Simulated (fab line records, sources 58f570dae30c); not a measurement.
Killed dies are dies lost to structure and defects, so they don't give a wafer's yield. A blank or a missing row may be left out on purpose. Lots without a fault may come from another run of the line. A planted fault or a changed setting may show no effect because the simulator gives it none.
Which tool did it? | flow berkeley_cmos170 | 6 lots, 18 wafers sampled, at 2 steps of a route of 331

WHAT THE GAUGES READ, wafer by wafer
UCB170_GATE_THK_MEAS_05.
lot  | measured    | on            | GATE_POLY_THK (nm)
L291 | day 6 03:38 | film_metro-03 | 213.8 215.4 214.1
L293 | day 6 11:14 | film_metro-02 | 212.1 211.7 213.0
L295 | day 7 14:40 | film_metro-01 | 215.7 214.2 213.8
L297 | day 7 14:41 | film_metro-03 | 213.2 213.3 214.1
L300 | day 7 21:51 | film_metro-02 | 44.9 45.2 44.7
L302 | day 8 06:44 | film_metro-03 | 47.5 48.3 45.0

WHICH TOOL RAN EACH LOT (tool, then ch and the chambers of the sampled wafers, then the start)
lot  | UCB170_GATE_CVD_04
L291 | lpcvd-02 ch 1, day 6 01:24
L293 | lpcvd-02 ch 1, day 6 09:08
L295 | lpcvd-01 ch 1, day 7 13:16
L297 | lpcvd-01 ch 0, day 7 13:16
L300 | lpcvd-01 ch 0, day 7 20:27
L302 | lpcvd-01 ch 0, day 8 05:17
- UCB170_GATE_CVD_04: deposits poly-Si from SiH4, time 1440 s, target thk 214 nm.

THE ANSWER, worked out from the rows above alone
Rule: what is usual is taken from the lots themselves. Put in order of their means at a reading, lots are off if they are a third of the lots or fewer, leave a main group of 4 or more, and stand apart from it by a gap of 3 or more times the standard deviation of the main group's means; of several such gaps the widest counts. A main group whose means are all the same, to the digits that the tables above print for the reading, isn't used. A lot without any number at a reading at which 4 lots or more have one is off too. The other lots that the step has rows for count as sound.
Off: L300, L302, at UCB170_GATE_THK_MEAS_05 (GATE_POLY_THK). The main group: mean 213.7 nm, standard deviation 0.92.
A tool fits if, at a process step before that reading, it ran every lot that is off, and no sound lot after the first of them. The gauges at UCB170_GATE_THK_MEAS_05 are tried like those tools. One fits: lpcvd-01 at UCB170_GATE_CVD_04. Its last sound lot is L295 (day 7 13:16), its first lot that is off L300 (day 7 20:27): a fault that began between those two fits.

WHAT THE SIMULATOR HAD PUT IN
Process parameter drift: lpcvd-01, from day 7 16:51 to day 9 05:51, at UCB170_GATE_CVD_04. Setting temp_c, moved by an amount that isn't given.
Lots struck among those shown: L300, L302. The rule above found the same.
